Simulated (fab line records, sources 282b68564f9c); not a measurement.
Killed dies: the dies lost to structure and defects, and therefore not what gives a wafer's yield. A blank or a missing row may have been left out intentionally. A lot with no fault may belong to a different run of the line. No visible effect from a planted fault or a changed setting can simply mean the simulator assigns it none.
fab line records | flow rit-cmos
record lots=15 | wafers=45 | last-day=7
route steps=202 shown REOX@101 PLDD@124 CONTACT@176 M1@202
lots that met no fault: taken from a fault-free run of the same line
start-h: hours from the record's first day to the start of the lot's first wafer shown | wait-h: time in hours since the lot's previous step | " as in the row above | L1.1+2: a row that stands for several wafers | - no value, or no start given | * or withheld: withheld | < > ~ a bound
route shown NAME@n: a module of which the file shows steps, and the number in the route of the first | usual: mean/standard deviation of fault-free wafers | same: alike in all rows | chamber/n: place in a boat | sites: each site's reading | _std_site: the values' standard deviation | _edge_site: mean of outer sites minus mean of inner sites | radius-mm: for every site, how far away it sits from the centre of the wafer | mask NAME#n: copy n | behind: the last tool/chamber to shape the wafer | hold: what put the lot on hold/how long, in hours/how the hold closed | device: whichever transistor did not switch (one of n, p or np) | end of line: tests run on the same wafers once the route is complete | for a step that has no rows: nothing shown but its recipe | killed: count of dies lost to structure and defects at first sort (not the wafer's yield) | map: a wafer's dies, marking killed ones x, the rest . and places with no die _
set.NAME: the setting that was run; set.NAME@STEP: the one run at that earlier step | model.NAME: the simulator's own value behind a step, which no gauge read
the route's steps for a sample of lots (tables are steps, rows are wafers)
services: the hour from which a tool's chamber was out of use, counted from the record's first day as start-h (under 0 if before that day), plus the number of hours and why
## steps
# step RIT_REOX_OXIDATION_03
# recipe temp-c=900 | ambient=O2 | target-thk-a=252 | ox-time-s=5580
# usual spike-tc-centre-C=901.6/1.4 | spike-tc-load-C=925/4.3 | spike-tc-source-C=925.6/2 | tube-center-temp-C=900.01/0.086 | tube_center_temp_C_max=902.4/0.41
lot.wafer | tool       | chamber | start-h | wait-h | spike-tc-centre-C | spike-tc-load-C | spike-tc-source-C | tube-center-temp-C | tube_center_temp_C_max
L372.1    | furnace-01 | 0       | 42.96   | 2.0    | 900.1             | 928             | 924.3             | 900.04             | 902.0
L372.2    | "          | 0       | "       | "      | 902.5             | 930             | 925.6             | 899.9              | 902.3
L372.4    | "          | 0       | "       | "      | 900.0             | 928             | 922.4             | 899.98             | 902.0
L373.1    | furnace-03 | 0       | 48.61   | 0.1    | 903.7             | 925             | 930.8             | 899.95             | 901.9
L373.4    | "          | 0       | "       | "      | 905.0             | 924             | 926.6             | 900.09             | 902.1
L373.6    | "          | 0       | "       | "      | 902.7             | 924             | 928.0             | 900.12             | 902.8
L374.2    | furnace-04 | 0       | 52.33   | 0.9    | 901.0             | 918             | 926.5             | 899.97             | 902.8
L374.3    | "          | 0       | "       | "      | 901.0             | 917             | 926.9             | 900                | 901.7
L374.5    | "          | 0       | "       | "      | 899.9             | 918             | 924.9             | 899.94             | 902.7
L375.1    | furnace-04 | 0       | 54.88   | 0.3    | 898.9             | 918             | 924.4             | 900.04             | 903.2
L375.3    | "          | 0       | "       | "      | 901.6             | 917             | 925.5             | 899.89             | 902.0
L375.6    | "          | 0       | "       | "      | 900.5             | 917             | 926.0             | 899.91             | 902.2
L376.2    | furnace-03 | 0       | 62.57   | 1.1    | 903.7             | 926             | 927.2             | 900.02             | 902.6
L376.5    | "          | 0       | "       | "      | 902.3             | 924             | 926.8             | 899.96             | 901.6
L376.6    | "          | 0       | "       | "      | 903.1             | 926             | 927.3             | 899.99             | 902.1
L377.1    | furnace-03 | 0       | 67.06   | 0.2    | 903.6             | 924             | 928.5             | 900.02             | 902.6
L377.2    | "          | 0       | "       | "      | 902.3             | 925             | 925.5             | 899.89             | 901.9
L377.4    | "          | 0       | "       | "      | 902.2             | 924             | 927.6             | 899.95             | 902.3
L378.4    | furnace-03 | 0       | 69.86   | 0.0    | 903.0             | 924             | 927.5             | 899.99             | 902.7
L378.5    | "          | 0       | "       | "      | 903.6             | 926             | 927.6             | 900                | 902.5
L378.6    | "          | 0       | "       | "      | 901.5             | 927             | 929.1             | 900.09             | 902.9
L379.4    | furnace-01 | 0       | 73.78   | 0.0    | 899.8             | 928             | 924.3             | 900.03             | 901.8
L379.5    | "          | 0       | "       | "      | 901.3             | 929             | 922.6             | 900.1              | 903.7
L379.6    | "          | 0       | "       | "      | 900.0             | 928             | 923.7             | 899.81             | 902.3
L380.2    | furnace-01 | 0       | 82.05   | 0.3    | 894.3             | 923             | 916.8             | 893.19             | 896.1
L380.3    | "          | 0       | "       | "      | 895.5             | 921             | 917.3             | 893.29             | 895.1
L380.4    | "          | 0       | "       | "      | 896.1             | 922             | 917.4             | 893.23             | 895.9
L381.2    | furnace-01 | 0       | 84.60   | 0.7    | 894.5             | 921             | 917.9             | 893.18             | 895.1
L381.5    | "          | 0       | "       | "      | 893.9             | 921             | 915.7             | 893.31             | 895.6
L381.6    | "          | 0       | "       | "      | 892.1             | 923             | 916.6             | 893.08             | 894.8
L382.1    | furnace-03 | 0       | 92.05   | 0.9    | 903.2             | 925             | 927.0             | 899.94             | 901.9
L382.2    | "          | 0       | "       | "      | 902.7             | 924             | 927.3             | 899.92             | 902.2
L382.4    | "          | 0       | "       | "      | 902.3             | 926             | 926.7             | 900.06             | 902.0
L383.3    | furnace-01 | 0       | 93.74   | 0.6    | 892.8             | 921             | 915.7             | 893.17             | 895.7
L383.4    | "          | 0       | "       | "      | 894.6             | 921             | 917.9             | 893.27             | 895.4
L383.5    | "          | 0       | "       | "      | 893.2             | 920             | 917.2             | 893.24             | 895.9
L393.3    | furnace-03 | 0       | 144.60  | 0.0    | 903.9             | 925             | 926.2             | 899.94             | 902.1
L393.4    | "          | 0       | "       | "      | 903.7             | 926             | 927.3             | 900.15             | 902.4
L393.6    | "          | 0       | "       | "      | 902.2             | 926             | 928.6             | 900.14             | 902.7
L394.4    | furnace-04 | 0       | 151.07  | 0.0    | 902.5             | 919             | 925.2             | 900.03             | 902.0
L394.5    | "          | 0       | "       | "      | 900.8             | 918             | 925.9             | 899.89             | 903.0
L394.6    | "          | 0       | "       | "      | 900.7             | 917             | 924.9             | 900.08             | 903.3
L395.1    | furnace-03 | 0       | 154.54  | 0.0    | 902.2             | 924             | 928.5             | 900.05             | 902.4
L395.4    | "          | 0       | "       | "      | 903.5             | 925             | 927.3             | 900.02             | 902.3
L395.5    | "          | 0       | "       | "      | 901.7             | 923             | 927.1             | 899.84             | 902.3
# step RIT_REOX_THK_MEAS_04
# recipe reads=SiO2_of_REOX_OXIDATION_03
# usual REOX_OXIDE_THK=24.8/0.57
lot.wafer | tool          | chamber | start-h | wait-h | REOX_OXIDE_THK[nm]
L372.1    | film-metro-04 | -       | 45.51   | 0.0    | 25.2
L372.2    | "             | -       | "       | "      | 25.3
L372.4    | "             | -       | "       | "      | 25.5
L373.1    | film-metro-04 | -       | 51.16   | 0.0    | 25.4
L373.4    | "             | -       | "       | "      | 25.7
L373.6    | "             | -       | "       | "      | 25.2
L374.2    | film-metro-02 | -       | 54.89   | 0.0    | 25.3
L374.3    | "             | -       | "       | "      | 25.8
L374.5    | "             | -       | "       | "      | 26.0
L375.1    | film-metro-03 | -       | 57.43   | 0.0    | 25.1
L375.3    | "             | -       | "       | "      | 25.3
L375.6    | "             | -       | "       | "      | 25.1
L376.2    | film-metro-02 | -       | 65.13   | 0.0    | 25.8
L376.5    | "             | -       | "       | "      | 25.8
L376.6    | "             | -       | "       | "      | 25.5
L377.1    | film-metro-03 | -       | 69.61   | 0.0    | 25.3
L377.2    | "             | -       | "       | "      | 25.2
L377.4    | "             | -       | "       | "      | 25.1
L378.4    | film-metro-03 | -       | 72.44   | 0.0    | 25.2
L378.5    | "             | -       | "       | "      | 25.3
L378.6    | "             | -       | "       | "      | 25.0
L379.4    | film-metro-02 | -       | 76.36   | 0.0    | 24.0
L379.5    | "             | -       | "       | "      | 24.2
L379.6    | "             | -       | "       | "      | 24.0
L380.2    | film-metro-04 | -       | 84.61   | 0.0    | 24.0
L380.3    | "             | -       | "       | "      | 24.1
L380.4    | "             | -       | "       | "      | 23.6
L381.2    | film-metro-04 | -       | 87.16   | 0.0    | 23.0
L381.5    | "             | -       | "       | "      | 22.9
L381.6    | "             | -       | "       | "      | 22.7
L382.1    | film-metro-04 | -       | 94.60   | 0.0    | 24.6
L382.2    | "             | -       | "       | "      | 24.5
L382.4    | "             | -       | "       | "      | 25.1
L383.3    | film-metro-03 | -       | 96.31   | 0.0    | 23.3
L383.4    | "             | -       | "       | "      | 22.7
L383.5    | "             | -       | "       | "      | 22.6
L393.3    | film-metro-02 | -       | 147.17  | 0.0    | 24.0
L393.4    | "             | -       | "       | "      | 24.1
L393.6    | "             | -       | "       | "      | 24.5
L394.4    | film-metro-03 | -       | 153.65  | 0.0    | 25.2
L394.5    | "             | -       | "       | "      | 25.1
L394.6    | "             | -       | "       | "      | 25.1
L395.1    | film-metro-03 | -       | 157.09  | 0.0    | 24.8
L395.4    | "             | -       | "       | "      | 24.9
L395.5    | "             | -       | "       | "      | 24.8
# step RIT_PLDD_TW_MEAS_10
# usual PLDD_TW=2361/18
lot.wafer | tool          | chamber | start-h | wait-h | PLDD_TW
L372.1    | film-metro-03 | -       | 48.60   | 0.1    | 2374
L372.2    | "             | -       | "       | "      | 2385
L372.4    | "             | -       | "       | "      | 2377
L373.1    | film-metro-03 | -       | 54.37   | 0.1    | 2374
L373.4    | "             | -       | "       | "      | 2378
L373.6    | "             | -       | "       | "      | 2375
L374.2    | film-metro-03 | -       | 58.26   | 0.1    | 2375
L374.3    | "             | -       | "       | "      | 2378
L374.5    | "             | -       | "       | "      | 2382
L375.1    | film-metro-04 | -       | 60.39   | 0.1    | 2352
L375.3    | "             | -       | "       | "      | 2344
L375.6    | "             | -       | "       | "      | 2354
L376.2    | film-metro-03 | -       | 68.26   | 0.1    | 2374
L376.5    | "             | -       | "       | "      | 2376
L376.6    | "             | -       | "       | "      | 2371
L377.1    | film-metro-01 | -       | 72.80   | 0.1    | 2357
L377.2    | "             | -       | "       | "      | 2349
L377.4    | "             | -       | "       | "      | 2352
L378.4    | film-metro-04 | -       | 75.67   | 0.1    | 2364
L378.5    | "             | -       | "       | "      | 2347
L378.6    | "             | -       | "       | "      | 2369
L379.4    | film-metro-03 | -       | 79.33   | 0.1    | 2373
L379.5    | "             | -       | "       | "      | 2362
L379.6    | "             | -       | "       | "      | 2381
L380.2    | film-metro-04 | -       | 87.66   | 0.1    | 2351
L380.3    | "             | -       | "       | "      | 2361
L380.4    | "             | -       | "       | "      | 2354
L381.2    | film-metro-04 | -       | 90.13   | 0.1    | 2365
L381.5    | "             | -       | "       | "      | 2353
L381.6    | "             | -       | "       | "      | 2349
L382.1    | film-metro-04 | -       | 97.70   | 0.1    | 2355
L382.2    | "             | -       | "       | "      | 2352
L382.4    | "             | -       | "       | "      | 2362
L383.3    | film-metro-04 | -       | 99.35   | 0.1    | 2341
L383.4    | "             | -       | "       | "      | 2358
L383.5    | "             | -       | "       | "      | 2358
L393.3    | film-metro-04 | -       | 150.37  | 0.1    | 2349
L393.4    | "             | -       | "       | "      | 2362
L393.6    | "             | -       | "       | "      | 2355
L394.4    | film-metro-04 | -       | 156.81  | 0.1    | 2349
L394.5    | "             | -       | "       | "      | 2361
L394.6    | "             | -       | "       | "      | 2371
L395.1    | film-metro-03 | -       | 160.05  | 0.1    | 2364
L395.4    | "             | -       | "       | "      | 2370
L395.5    | "             | -       | "       | "      | 2361
# step RIT_CONTACT_CD_MEAS_08
# recipe target-cd-nm=1000
# usual cd-nm=1000.9/2.3
lot.wafer | tool      | chamber | start-h | wait-h | cd-nm
L372.1    | cd-sem-01 | -       | 56.80   | -      | 998.1
L372.2    | "         | -       | "       | "      | 998.9
L372.4    | "         | -       | "       | "      | 999.5
L373.1    | cd-sem-01 | -       | 62.57   | -      | 1002.0
L373.4    | "         | -       | "       | "      | 1001.2
L373.6    | "         | -       | "       | "      | 1002.3
L374.2    | cd-sem-01 | -       | 67.12   | -      | 1003.6
L374.3    | "         | -       | "       | "      | 1003.1
L374.5    | "         | -       | "       | "      | 1003.3
L375.1    | cd-sem-02 | -       | 68.81   | -      | 1001.0
L375.3    | "         | -       | "       | "      | 1002.0
L375.6    | "         | -       | "       | "      | 1002.3
L376.2    | cd-sem-01 | -       | 76.44   | -      | 1001.0
L376.5    | "         | -       | "       | "      | 1000.6
L376.6    | "         | -       | "       | "      | 999.7
L377.1    | cd-sem-02 | -       | 81.07   | -      | 1005.5
L377.2    | "         | -       | "       | "      | 1003.9
L377.4    | "         | -       | "       | "      | 1004.2
L378.4    | cd-sem-01 | -       | 84.14   | -      | 1000.1
L378.5    | "         | -       | "       | "      | 1000.1
L378.6    | "         | -       | "       | "      | 999.7
L379.4    | cd-sem-01 | -       | 87.53   | -      | 1001.3
L379.5    | "         | -       | "       | "      | 1001.5
L379.6    | "         | -       | "       | "      | 1001.7
L380.2    | cd-sem-02 | -       | 96.64   | -      | 1000.6
L380.3    | "         | -       | "       | "      | 1003.3
L380.4    | "         | -       | "       | "      | 1002.8
L381.2    | cd-sem-02 | -       | 98.55   | -      | 1000.1
L381.5    | "         | -       | "       | "      | 1003.1
L381.6    | "         | -       | "       | "      | 1001.4
L382.1    | cd-sem-02 | -       | 106.10  | -      | 1003.1
L382.2    | "         | -       | "       | "      | 1002.3
L382.4    | "         | -       | "       | "      | 1002.4
L383.3    | cd-sem-02 | -       | 107.73  | -      | 1001.3
L383.4    | "         | -       | "       | "      | 999.3
L383.5    | "         | -       | "       | "      | 1001.0
L393.3    | cd-sem-01 | -       | 158.74  | -      | 1001.4
L393.4    | "         | -       | "       | "      | 1000.3
L393.6    | "         | -       | "       | "      | 1000.8
L394.4    | cd-sem-01 | -       | 165.18  | -      | 1005.1
L394.5    | "         | -       | "       | "      | 1002.3
L394.6    | "         | -       | "       | "      | 1002.2
L395.1    | cd-sem-01 | -       | 168.51  | -      | 996.8
L395.4    | "         | -       | "       | "      | 997.4
L395.5    | "         | -       | "       | "      | 997.2
# step RIT_CONTACT_CD_MEAS_90
# recipe target-cd-nm=1000
# usual cd-nm=1001.0/2.3
lot.wafer | tool      | chamber | start-h | wait-h | cd-nm
L372.1    | cd-sem-02 | -       | 57.47   | 0.1    | 997.8
L372.2    | "         | -       | "       | "      | 999.4
L372.4    | "         | -       | "       | "      | 999.8
L373.1    | cd-sem-02 | -       | 63.25   | 0.1    | 1002.0
L373.4    | "         | -       | "       | "      | 1001.2
L373.6    | "         | -       | "       | "      | 1002.3
L374.2    | cd-sem-02 | -       | 67.80   | 0.1    | 1003.2
L374.3    | "         | -       | "       | "      | 1002.6
L374.5    | "         | -       | "       | "      | 1003.4
L375.1    | cd-sem-02 | -       | 69.49   | 0.1    | 1001.2
L375.3    | "         | -       | "       | "      | 1001.9
L375.6    | "         | -       | "       | "      | 1002.4
L376.2    | cd-sem-02 | -       | 77.11   | 0.1    | 1001.4
L376.5    | "         | -       | "       | "      | 1000.4
L376.6    | "         | -       | "       | "      | 999.0
L377.1    | cd-sem-01 | -       | 81.74   | 0.1    | 1005.6
L377.2    | "         | -       | "       | "      | 1004.7
L377.4    | "         | -       | "       | "      | 1004.5
L378.4    | cd-sem-02 | -       | 84.82   | 0.1    | 1000.1
L378.5    | "         | -       | "       | "      | 999.9
L378.6    | "         | -       | "       | "      | 999.5
L379.4    | cd-sem-01 | -       | 88.20   | 0.1    | 1001.7
L379.5    | "         | -       | "       | "      | 1001.6
L379.6    | "         | -       | "       | "      | 1002.1
L380.2    | cd-sem-01 | -       | 97.31   | 0.1    | 1000.4
L380.3    | "         | -       | "       | "      | 1003.0
L380.4    | "         | -       | "       | "      | 1002.5
L381.2    | cd-sem-01 | -       | 99.23   | 0.1    | 1000.3
L381.5    | "         | -       | "       | "      | 1002.8
L381.6    | "         | -       | "       | "      | 1001.5
L382.1    | cd-sem-01 | -       | 106.78  | 0.1    | 1003.1
L382.2    | "         | -       | "       | "      | 1002.2
L382.4    | "         | -       | "       | "      | 1002.5
L383.3    | cd-sem-01 | -       | 108.40  | 0.1    | 1001.7
L383.4    | "         | -       | "       | "      | 999.8
L383.5    | "         | -       | "       | "      | 1001.2
L393.3    | cd-sem-02 | -       | 159.42  | 0.1    | 1001.5
L393.4    | "         | -       | "       | "      | 999.9
L393.6    | "         | -       | "       | "      | 1001.8
L394.4    | cd-sem-01 | -       | 165.85  | 0.1    | 1005.1
L394.5    | "         | -       | "       | "      | 1002.8
L394.6    | "         | -       | "       | "      | 1002.4
L395.1    | cd-sem-02 | -       | 169.19  | 0.1    | 996.7
L395.4    | "         | -       | "       | "      | 997.6
L395.5    | "         | -       | "       | "      | 997.7
# step RIT_M1_PROBE_99
# usual killed-at-contacts=0.1/0.24 | killed-at-front-end=7/3.2 | killed-dies=7/3.2 | killed-on-rim=1.9/1.4 | killed-open=3.6/2.1 | killed-short=3.5/2
# same gross-dies=264 | killed_at_M0_to_M3=0 | killed_at_M4_up=0 | killed-at-back-side=0 | killed-at-other=0
lot.wafer | tool      | chamber | start-h | wait-h | killed-at-contacts | killed-at-front-end | killed-dies | killed-on-rim | killed-open | killed-short
L372.1    | prober-02 | -       | 61.96   | 0.1    | 0                  | 9                   | 9           | 3             | 8           | 1
L372.2    | prober-02 | -       | 62.01   | 0.1    | 0                  | 4                   | 4           | 1             | 1           | 3
L372.4    | prober-02 | -       | 62.11   | 0.2    | 0                  | 5                   | 5           | 0             | 2           | 3
L374.2    | prober-02 | -       | 72.47   | 0.1    | 0                  | 6                   | 6           | 1             | 4           | 2
L374.3    | prober-02 | -       | 72.52   | 0.2    | 0                  | 7                   | 7           | 2             | 4           | 3
L374.5    | prober-02 | -       | 72.62   | 0.2    | 0                  | 10                  | 10          | 4             | 4           | 6
L377.1    | prober-01 | -       | 86.29   | 0.1    | 0                  | 5                   | 5           | 1             | 4           | 1
L377.2    | prober-01 | -       | 86.34   | 0.1    | 0                  | 7                   | 7           | 3             | 4           | 3
L377.4    | prober-01 | -       | 86.44   | 0.2    | 0                  | 7                   | 7           | 2             | 4           | 3
L382.1    | prober-02 | -       | 111.28  | 0.1    | 0                  | 3                   | 3           | 0             | 3           | 0
L382.2    | prober-02 | -       | 111.33  | 0.1    | 0                  | 14                  | 14          | 3             | 6           | 8
L382.4    | prober-02 | -       | 111.43  | 0.2    | 0                  | 5                   | 5           | 1             | 3           | 2
L393.3    | prober-01 | -       | 163.98  | 0.2    | 0                  | 5                   | 5           | 2             | 1           | 4
L393.4    | prober-01 | -       | 164.03  | 0.2    | 0                  | 6                   | 6           | 0             | 3           | 3
L393.6    | prober-01 | -       | 164.13  | 0.2    | 0                  | 4                   | 4           | 1             | 2           | 2
L394.4    | prober-02 | -       | 170.55  | 0.2    | 1                  | 7                   | 8           | 1             | 5           | 3
L394.5    | prober-02 | -       | 170.60  | 0.2    | 0                  | 4                   | 4           | 2             | 2           | 2
L394.6    | prober-02 | -       | 170.65  | 0.2    | 0                  | 4                   | 4           | 1             | 2           | 2
L395.1    | prober-01 | -       | 173.68  | 0.1    | 0                  | 17                  | 17          | 2             | 11          | 6
L395.4    | prober-01 | -       | 173.83  | 0.2    | 0                  | 18                  | 18          | 3             | 10          | 8
L395.5    | prober-01 | -       | 173.88  | 0.2    | 0                  | 10                  | 10          | 3             | 5           | 5
# killed by level:class
L372.1 GATE:geometric-particle:open=6 FOX1:geometric-particle:short=1 FOX1:geometric-particle:open=1 SILICIDE:geometric-particle:open=1
L372.2 FOX2:geometric-particle:short=1 REOX:geometric-particle:short=1 SPACER:geometric-particle:open=1 SILICIDE:geometric-particle:short=1
L372.4 GATE:geometric-particle:short=3 GATE:geometric-particle:open=1 REOX:geometric-particle:open=1
L374.2 GATE:geometric-particle:open=2 REOX:geometric-particle:open=2 FOX2:geometric-particle:short=1 GATE:geometric-particle:short=1
L374.3 FOX1:geometric-particle:open=2 GATE:geometric-particle:short=2 GATE:geometric-particle:open=2 FOX1:geometric-particle:short=1
L374.5 GATE:geometric-particle:open=4 GATE:geometric-particle:short=2 REOX:geometric-particle:short=2 SILICIDE:geometric-particle:short=2
L377.1 GATE:geometric-particle:open=2 FOX1:geometric-particle:open=1 FOX2:geometric-particle:open=1 GATE:geometric-particle:short=1
L377.2 GATE:geometric-particle:open=4 GATE:geometric-particle:short=1 SPACER:geometric-particle:short=1 SILICIDE:geometric-particle:short=1
L377.4 GATE:geometric-particle:short=3 GATE:geometric-particle:open=2 REOX:geometric-particle:open=1 SPACER:geometric-particle:open=1
L382.1 SILICIDE:geometric-particle:open=2 GATE:geometric-particle:open=1
L382.2 GATE:geometric-particle:short=5 GATE:geometric-particle:open=3 SILICIDE:geometric-particle:open=2 FOX2:geometric-particle:short=1 FOX2:geometric-particle:open=1 REOX:geometric-particle:short=1 SILICIDE:geometric-particle:short=1
L382.4 SILICIDE:geometric-particle:open=3 FOX2:geometric-particle:short=1 REOX:geometric-particle:short=1
L393.3 GATE:geometric-particle:short=2 GATE:geometric-particle:open=1 REOX:geometric-particle:short=1 SPACER:geometric-particle:short=1
L393.4 REOX:geometric-particle:open=2 FOX1:geometric-particle:short=1 GATE:geometric-particle:open=1 GATE:geometric-particle:short=1 REOX:geometric-particle:short=1
L393.6 GATE:geometric-particle:open=2 FOX1:geometric-particle:short=1 GATE:geometric-particle:short=1
L394.4 FOX2:geometric-particle:short=2 GATE:geometric-particle:open=2 FOX2:geometric-particle:open=1 CONTACT:geometric-particle:open=1 SPACER:geometric-particle:open=1 SILICIDE:geometric-particle:short=1
L394.5 FOX2:geometric-particle:open=1 FOX2:geometric-particle:short=1 GATE:geometric-particle:short=1 SPACER:geometric-particle:open=1
L394.6 GATE:geometric-particle:open=2 FOX2:geometric-particle:short=1 GATE:geometric-particle:short=1
L395.1 GATE:geometric-particle:open=6 GATE:geometric-particle:short=3 FOX1:geometric-particle:open=2 REOX:geometric-particle:open=2 SILICIDE:geometric-particle:short=2 SPACER:geometric-particle:open=1 SPACER:geometric-particle:short=1
L395.4 GATE:geometric-particle:short=4 SPACER:geometric-particle:open=4 GATE:geometric-particle:open=3 SPACER:geometric-particle:short=3 FOX1:geometric-particle:open=1 FOX2:geometric-particle:short=1 FOX2:geometric-particle:open=1 SILICIDE:geometric-particle:open=1
L395.5 FOX2:geometric-particle:short=2 FOX2:geometric-particle:open=2 GATE:geometric-particle:short=2 GATE:geometric-particle:open=1 SPACER:geometric-particle:short=1 SPACER:geometric-particle:open=1 SILICIDE:geometric-particle:open=1
## services
tool       | chamber | start-h | hours | kind
furnace-01 | -       | 22.12   | 3.6   | pm
furnace-04 | -       | 28.30   | 3.6   | pm
furnace-03 | -       | 132.80  | 3.2   | pm
## key
first-sign step=RIT_REOX_OXIDATION_03 | reading=tube-center-temp-C | direction=down | sigmas=75 | usual=* | struck=*
effect step=RIT_REOX_OXIDATION_03 | reading=tube_center_temp_C_max | direction=down | sigmas=17 | usual=* | struck=*
effect step=RIT_REOX_THK_MEAS_04 | reading=REOX_OXIDE_THK | direction=down | sigmas=2.9 | usual=24.8 | struck=23.2
met-at RIT_REOX_OXIDATION_03
struck-lots L380,L381,L383
tester-left-out L380,L381,L383
not-acting-at RIT_PLDD_TW_MEAS_10,RIT_CONTACT_CD_MEAS_08,RIT_CONTACT_CD_MEAS_90
fault kind=process-parameter-drift | tool=furnace-01 | chamber=- | onset-h=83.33 | steps=RIT_REOX_OXIDATION_03 | channel=temp-c | offset=* | shape=step | end-h=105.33 | acts-in=* | stated=*
# tester-left-out: of these lots the tester's yield and bins aren't shown, on N5 and GAA mostly nor the transistor test; their killed dies are dies lost to structure and defects alone, not to doping, threshold or leakage, so they don't give the yield
